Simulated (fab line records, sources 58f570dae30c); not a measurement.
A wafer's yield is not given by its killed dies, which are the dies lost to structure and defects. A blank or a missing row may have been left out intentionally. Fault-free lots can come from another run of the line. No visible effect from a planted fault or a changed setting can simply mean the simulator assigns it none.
fab line records || flow berkeley_cmos170
record {"lots": 6, "wafers": 18, "last_day": 11}
route steps=331 shown START@1 ZERO@6
lots untouched by any fault: they come from a run of this same line in which no faults occurred
start_h: the number of hours between the record's first day and the start of the first shown wafer of the lot || wait_h: hours since the lot's step before || " unchanged from the row above || L1.1+2: a row that stands for several wafers || - no value, or no start was given || * or withheld: withheld || < > ~ a bound
route shown NAME@n: names a module that has steps shown in the file, with the first one's number in the route || usual: mean/standard deviation taken from wafers without a fault || same: alike in all rows || chamber/n: place in a boat || sites: the reading at each site || _std_site: their standard deviation || _edge_site: inner sites' mean taken away from outer sites' mean || radius_mm: how far each site lies from the wafer's centre || mask NAME#n: copy n || behind: the most recent tool/chamber to have shaped the wafer || hold: why the lot went on hold/how many hours it stayed there/how the hold came to an end || device: names the non-switching transistor (n, p or np) || end of line: tests of these same wafers at the route's end || a step without rows: its recipe alone || killed: the dies lost at the first sort to structure and to defects; this is not the yield of the wafer || map: a wafer's dies, marking killed ones x, the rest . and places with no die _
set.NAME: setting as actually run; set.NAME@STEP: the setting as run at that earlier step || model.NAME: the simulator's own value behind a step, which no gauge read
a table for each step, a row for each wafer; lots at some steps of the route
services: from which hour (start_h, from the record's first day; less than 0 if before it) a tool's chamber was out of use, for how many hours, and why
## steps
# step UCB170_START_BOW_MEAS_00
# recipe {"mode": "bow"}
# usual {"INCOMING_BOW": "0/6.3"}
{"lot.wafer": "L807.1", "tool": "film_metro-03", "chamber": "-", "start_h": 10.00, "wait_h": "-", "INCOMING_BOW[um]": 1}
{"lot.wafer": "L807.4", "tool": "film_metro-03", "chamber": "-", "start_h": 10.00, "wait_h": "-", "INCOMING_BOW[um]": 5}
{"lot.wafer": "L807.5", "tool": "film_metro-03", "chamber": "-", "start_h": 10.00, "wait_h": "-", "INCOMING_BOW[um]": 2}
{"lot.wafer": "L813.1", "tool": "film_metro-01", "chamber": "-", "start_h": 40.00, "wait_h": "-", "INCOMING_BOW[um]": 2}
{"lot.wafer": "L813.5", "tool": "film_metro-01", "chamber": "-", "start_h": 40.00, "wait_h": "-", "INCOMING_BOW[um]": -9}
{"lot.wafer": "L813.6", "tool": "film_metro-01", "chamber": "-", "start_h": 40.00, "wait_h": "-", "INCOMING_BOW[um]": -5}
{"lot.wafer": "L820.1", "tool": "film_metro-01", "chamber": "-", "start_h": 75.00, "wait_h": "-", "INCOMING_BOW[um]": -12}
{"lot.wafer": "L820.4", "tool": "film_metro-01", "chamber": "-", "start_h": 75.00, "wait_h": "-", "INCOMING_BOW[um]": 14}
{"lot.wafer": "L820.6", "tool": "film_metro-01", "chamber": "-", "start_h": 75.00, "wait_h": "-", "INCOMING_BOW[um]": -7}
{"lot.wafer": "L821.1", "tool": "film_metro-04", "chamber": "-", "start_h": 80.00, "wait_h": "-", "INCOMING_BOW[um]": 6}
{"lot.wafer": "L821.4", "tool": "film_metro-04", "chamber": "-", "start_h": 80.00, "wait_h": "-", "INCOMING_BOW[um]": 2}
{"lot.wafer": "L821.5", "tool": "film_metro-04", "chamber": "-", "start_h": 80.00, "wait_h": "-", "INCOMING_BOW[um]": 6}
{"lot.wafer": "L825.2", "tool": "film_metro-01", "chamber": "-", "start_h": 100.02, "wait_h": "-", "INCOMING_BOW[um]": 0}
{"lot.wafer": "L825.3", "tool": "film_metro-01", "chamber": "-", "start_h": 100.02, "wait_h": "-", "INCOMING_BOW[um]": 7}
{"lot.wafer": "L825.5", "tool": "film_metro-01", "chamber": "-", "start_h": 100.02, "wait_h": "-", "INCOMING_BOW[um]": -5}
{"lot.wafer": "L828.1", "tool": "film_metro-01", "chamber": "-", "start_h": 115.00, "wait_h": "-", "INCOMING_BOW[um]": 3}
{"lot.wafer": "L828.2", "tool": "film_metro-01", "chamber": "-", "start_h": 115.00, "wait_h": "-", "INCOMING_BOW[um]": 2}
{"lot.wafer": "L828.3", "tool": "film_metro-01", "chamber": "-", "start_h": 115.00, "wait_h": "-", "INCOMING_BOW[um]": -6}
# step UCB170_START_CLEAN_01
# recipe {"chemistry": "dHF", "dilution": "25:1", "time_s": 60}
# step UCB170_START_OXIDATION_02
# recipe {"temp_c": 950, "ambient": "O2", "target_thk_a": 200, "ox_time_s": 1800}
# step UCB170_START_THK_MEAS_03
# recipe {"reads": "SiO2_of_START_OXIDATION_02"}
# usual {"START_OXIDE_THK": "20.0/0.37"}
{"lot.wafer": "L807.1", "tool": "film_metro-01", "chamber": "-", "start_h": 11.93, "wait_h": 0.0, "START_OXIDE_THK[nm]": 19.5}
{"lot.wafer": "L807.4", "tool": "film_metro-01", "chamber": "-", "start_h": 11.93, "wait_h": 0.0, "START_OXIDE_THK[nm]": 19.8}
{"lot.wafer": "L807.5", "tool": "film_metro-01", "chamber": "-", "start_h": 11.93, "wait_h": 0.0, "START_OXIDE_THK[nm]": 19.6}
{"lot.wafer": "L813.1", "tool": "film_metro-03", "chamber": "-", "start_h": 46.42, "wait_h": 0.0, "START_OXIDE_THK[nm]": 20.0}
{"lot.wafer": "L813.5", "tool": "film_metro-03", "chamber": "-", "start_h": 46.42, "wait_h": 0.0, "START_OXIDE_THK[nm]": 20.1}
{"lot.wafer": "L813.6", "tool": "film_metro-03", "chamber": "-", "start_h": 46.42, "wait_h": 0.0, "START_OXIDE_THK[nm]": 20.3}
{"lot.wafer": "L820.1", "tool": "film_metro-03", "chamber": "-", "start_h": 81.03, "wait_h": 0.0, "START_OXIDE_THK[nm]": 19.7}
{"lot.wafer": "L820.4", "tool": "film_metro-03", "chamber": "-", "start_h": 81.03, "wait_h": 0.0, "START_OXIDE_THK[nm]": 20.3}
{"lot.wafer": "L820.6", "tool": "film_metro-03", "chamber": "-", "start_h": 81.03, "wait_h": 0.0, "START_OXIDE_THK[nm]": 20.2}
{"lot.wafer": "L821.1", "tool": "film_metro-01", "chamber": "-", "start_h": 85.18, "wait_h": 0.0, "START_OXIDE_THK[nm]": 19.6}
{"lot.wafer": "L821.4", "tool": "film_metro-01", "chamber": "-", "start_h": 85.18, "wait_h": 0.0, "START_OXIDE_THK[nm]": 20.0}
{"lot.wafer": "L821.5", "tool": "film_metro-01", "chamber": "-", "start_h": 85.18, "wait_h": 0.0, "START_OXIDE_THK[nm]": 19.5}
{"lot.wafer": "L825.2", "tool": "film_metro-01", "chamber": "-", "start_h": 104.59, "wait_h": 0.0, "START_OXIDE_THK[nm]": 19.9}
{"lot.wafer": "L825.3", "tool": "film_metro-01", "chamber": "-", "start_h": 104.59, "wait_h": 0.0, "START_OXIDE_THK[nm]": 20.1}
{"lot.wafer": "L825.5", "tool": "film_metro-01", "chamber": "-", "start_h": 104.59, "wait_h": 0.0, "START_OXIDE_THK[nm]": 20.3}
{"lot.wafer": "L828.1", "tool": "film_metro-01", "chamber": "-", "start_h": 120.10, "wait_h": 0.0, "START_OXIDE_THK[nm]": 19.6}
{"lot.wafer": "L828.2", "tool": "film_metro-01", "chamber": "-", "start_h": 120.10, "wait_h": 0.0, "START_OXIDE_THK[nm]": 19.5}
{"lot.wafer": "L828.3", "tool": "film_metro-01", "chamber": "-", "start_h": 120.10, "wait_h": 0.0, "START_OXIDE_THK[nm]": 19.7}
# step UCB170_START_ANNEAL_04
# recipe {"temp_c": 950, "time_s": 1200, "ambient": "N2"}
# step UCB170_ZERO_HMDS_00
# recipe {"prime_time_s": 60, "prime_temp_c": 100}
# step UCB170_ZERO_COAT_01
# recipe {"resist": "KrF", "spin_rpm": 1500, "resist_thk_nm": 900}
# step UCB170_ZERO_SOFTBAKE_02
# recipe {"resist": "KrF", "temp_c": 130, "time_s": 60}
# step UCB170_ZERO_EXPOSE_03
# recipe {"mask_id": "PM_MARKS", "na": 0.5, "sigma_outer": 0.6, "source_shape": "conventional", "target_cd_nm": 4000, "dose_mj": 30}
# step UCB170_ZERO_PEB_04
# recipe {"peb_temp_c": 130, "peb_time_s": "withheld", "resist": "KrF"}
# usual {"chill_plate_temp_C": "22.99/0.11", "exhaust_pa": "45.0/0.86", "heater_power_total_W": "56.80/0.047"}
{"lot.wafer": "L807.1", "tool": "litho_track-03", "chamber": 0, "start_h": 19.34, "wait_h": 0.1, "chill_plate_temp_C": 22.98, "exhaust_pa": 45.1, "heater_power_total_W": 56.82}
{"lot.wafer": "L807.4", "tool": "litho_track-03", "chamber": 0, "start_h": 19.34, "wait_h": 0.1, "chill_plate_temp_C": 23.10, "exhaust_pa": 43.2, "heater_power_total_W": 56.89}
{"lot.wafer": "L807.5", "tool": "litho_track-03", "chamber": 0, "start_h": 19.34, "wait_h": 0.1, "chill_plate_temp_C": 22.94, "exhaust_pa": 45.4, "heater_power_total_W": 56.82}
{"lot.wafer": "L813.1", "tool": "litho_track-03", "chamber": 0, "start_h": 52.81, "wait_h": 0.1, "chill_plate_temp_C": 22.97, "exhaust_pa": 45.9, "heater_power_total_W": 56.83}
{"lot.wafer": "L813.5", "tool": "litho_track-03", "chamber": 0, "start_h": 52.81, "wait_h": 0.1, "chill_plate_temp_C": 22.99, "exhaust_pa": 46.9, "heater_power_total_W": 56.85}
{"lot.wafer": "L813.6", "tool": "litho_track-03", "chamber": 0, "start_h": 52.81, "wait_h": 0.1, "chill_plate_temp_C": 22.91, "exhaust_pa": 45.6, "heater_power_total_W": 56.69}
{"lot.wafer": "L820.1", "tool": "litho_track-02", "chamber": "-", "start_h": 87.19, "wait_h": 0.1, "chill_plate_temp_C": "-", "exhaust_pa": "-", "heater_power_total_W": "-"}
{"lot.wafer": "L820.4", "tool": "litho_track-02", "chamber": "-", "start_h": 87.19, "wait_h": 0.1, "chill_plate_temp_C": "-", "exhaust_pa": "-", "heater_power_total_W": "-"}
{"lot.wafer": "L820.6", "tool": "litho_track-02", "chamber": "-", "start_h": 87.19, "wait_h": 0.1, "chill_plate_temp_C": "-", "exhaust_pa": "-", "heater_power_total_W": "-"}
{"lot.wafer": "L821.1", "tool": "litho_track-03", "chamber": "-", "start_h": 87.76, "wait_h": 0.3, "chill_plate_temp_C": "-", "exhaust_pa": "-", "heater_power_total_W": "-"}
{"lot.wafer": "L821.4", "tool": "litho_track-03", "chamber": "-", "start_h": 87.76, "wait_h": 0.3, "chill_plate_temp_C": "-", "exhaust_pa": "-", "heater_power_total_W": "-"}
{"lot.wafer": "L821.5", "tool": "litho_track-03", "chamber": "-", "start_h": 87.76, "wait_h": 0.3, "chill_plate_temp_C": "-", "exhaust_pa": "-", "heater_power_total_W": "-"}
{"lot.wafer": "L825.2", "tool": "litho_track-03", "chamber": 0, "start_h": 109.63, "wait_h": 0.4, "chill_plate_temp_C": 23.16, "exhaust_pa": 44.6, "heater_power_total_W": 56.86}
{"lot.wafer": "L825.3", "tool": "litho_track-03", "chamber": 0, "start_h": 109.63, "wait_h": 0.4, "chill_plate_temp_C": 23.16, "exhaust_pa": 43.5, "heater_power_total_W": 56.74}
{"lot.wafer": "L825.5", "tool": "litho_track-03", "chamber": 0, "start_h": 109.63, "wait_h": 0.4, "chill_plate_temp_C": 23.21, "exhaust_pa": 43.2, "heater_power_total_W": 56.82}
{"lot.wafer": "L828.1", "tool": "litho_track-01", "chamber": 0, "start_h": 127.83, "wait_h": 0.1, "chill_plate_temp_C": 23.15, "exhaust_pa": 44.8, "heater_power_total_W": 56.78}
{"lot.wafer": "L828.2", "tool": "litho_track-01", "chamber": 0, "start_h": 127.83, "wait_h": 0.1, "chill_plate_temp_C": 23.11, "exhaust_pa": 43.9, "heater_power_total_W": 56.76}
{"lot.wafer": "L828.3", "tool": "litho_track-01", "chamber": 0, "start_h": 127.83, "wait_h": 0.1, "chill_plate_temp_C": 23.08, "exhaust_pa": 44.9, "heater_power_total_W": 56.79}
# step UCB170_ZERO_DEVELOP_05
# recipe {"developer": "TMAH", "develop_time_s": 45, "resist": "KrF", "dev_temp_c": 20.54}
## services
{"tool": "litho_track-02", "chamber": "-", "start_h": 114.07, "hours": "-", "kind": "consumable_replace:filter"}
## key
first_sign {"step": "UCB170_ZERO_PEB_04", "reading": "tool_record", "direction": "missing"}
effect none on later readings
met_at UCB170_ZERO_PEB_04
struck_wafers L820.1,L820.4,L820.6,L821.1,L821.4,L821.5
later_rows_left_out L820.1,L820.4,L820.6,L821.1,L821.4,L821.5
sort_left_out L820.1,L820.4,L820.6,L821.1,L821.4,L821.5
tester_left_out L820,L821
onset_between 52.81 87.19
fault {"kind": "skipped_step_whole", "tool": "litho_track-02,litho_track-03", "chamber": "-", "onset_h": 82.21, "steps": "UCB170_ZERO_PEB_04", "scope": "struck_lots_only"}
# tester_left_out: of these lots the tester's yield and bins aren't shown, on N5 and GAA mostly nor the transistor test; their killed dies are dies lost to structure and defects alone, not to doping, threshold or leakage, so they don't give the yield
# sort_left_out: the simulated sort isn't trusted on such a fault, so these wafers' sort isn't shown, and their yield isn't known
# later_rows_left_out: the simulator's readings of these wafers behind a module that went badly wrong aren't trusted and aren't shown, but for the sort
